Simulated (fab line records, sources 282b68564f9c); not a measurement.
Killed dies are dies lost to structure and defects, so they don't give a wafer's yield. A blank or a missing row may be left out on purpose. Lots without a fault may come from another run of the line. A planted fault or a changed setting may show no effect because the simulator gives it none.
Problem report in the 8D (eight disciplines) form, filled by code | flow rit_cmos | the parts of the form that need people (team, actions taken, sign-off) are left out

1. THE PROBLEM
NLDD_TW at RIT_NLDD_TW_MEAS_10 reads a mean of 2719 on 6 wafers of 2 lots; wafers without a fault read 2513 with a standard deviation of 30. That is +6.9 standard deviations from the usual mean.
First seen on wafer L574.4, day 5 20:42, on film_metro-03. The record holds 42 wafers of 14 lots with a number at this step. Rule for "out", or "out of limits": more than 4 standard deviations from the usual mean. The other wafers with a number count as sound.

2. WHAT IT IS AND WHAT IT IS NOT
question                    | is                           | is not
which readings at this step | NLDD_TW                      | -
which lots                  | L574, L578                   | L562, L563, L564, L565, L567, L568, L569, L570, L571, L581, L582, L583
which wafers of those lots  | all that have a number       | -
read on which gauges        | film_metro-03, film_metro-04 | film_metro-01
when                        | from day 5 20:42             | up to then (27 sound wafers); but 9 sound wafers of L581, L582, L583 came after

3. SUSPECTS, AND WHAT RULES EACH OUT
Counting: a tool at a process step up to the reading stays a suspect if it ran every lot that is out and no sound lot after the first of them.
- the gauge at RIT_NLDD_TW_MEAS_10: ruled out. The wafers that are out were read on 2 gauges (film_metro-03, film_metro-04).
- plasma_asher-01 at RIT_GATE_STRIP_20 (strips in O2, time 180 s): kept. It ran every lot that is out, first L574 (day 5 14:26), and no sound lot after that; its last sound lot up to then is L569 (day 4 01:21).
- implanter-03 at RIT_NLDD_IMPLANT_08: kept. It ran every lot that is out, first L574 (day 5 20:25), and no sound lot after that; its last sound lot up to then is L571 (day 4 23:56). Its own readings are out on those wafers: dose_ions_cm2, faraday_current_uA.
Left after counting: plasma_asher-01 at RIT_GATE_STRIP_20, implanter-03 at RIT_NLDD_IMPLANT_08.

4. THE CAUSE (what the simulator had put in)
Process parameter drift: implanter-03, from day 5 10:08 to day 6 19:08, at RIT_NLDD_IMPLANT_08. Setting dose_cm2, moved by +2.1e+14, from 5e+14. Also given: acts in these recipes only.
Counting left 2 suspects, and this tool is among them.

5. THE CHAIN OF EFFECTS, in route order
Each row: a reading whose mean over the struck wafers that have a number lies more than 3 standard deviations from the usual. Only readings for which the record gives a usual standard deviation are gone through. hours: the time from each lot's start at the first step in this table that gives one to its start at this step, as a median over the lots. sigmas: the change in usual standard deviations.
hours | step                    | reading            | usual        | on struck wafers | change | sigmas
0     | RIT_NLDD_IMPLANT_08     | dose_ions_cm2      | 5e+14        | 7e+14            | +2e+14 | +99 or more
0     | RIT_NLDD_IMPLANT_08     | faraday_current_uA | 1567         | 2236             | +669   | +22
0     | RIT_NLDD_TW_MEAS_10     | NLDD_TW            | 2513         | 2719             | +206   | +6.9
9     | RIT_SDANNEAL_RS_MEAS_07 | NLDD_RS            | 151.4 ohm/sq | 113.9            | -37.5  | -59
The process steps in it:
- RIT_NLDD_IMPLANT_08
Later measuring or inspecting steps at which every struck wafer that the step has a row for has a number for every such reading, and none has moved that far: RIT_M1_RS_MEAS_01.

6. WHAT WOULD HAVE CAUGHT IT SOONER
In this record the first reading out of limits at a measuring or inspecting step was taken at day 5 20:42, 11 hours after the fault began at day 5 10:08.
The tool's own readings at RIT_NLDD_IMPLANT_08 were out on every struck wafer that the step has a row for (dose_ions_cm2, faraday_current_uA): an alarm limit on them would have fired on the first of those.
Of the lots that are out (2), L578 began RIT_NLDD_IMPLANT_08 on implanter-03 after day 5 20:42. A hold on the tool at that time would have spared it.
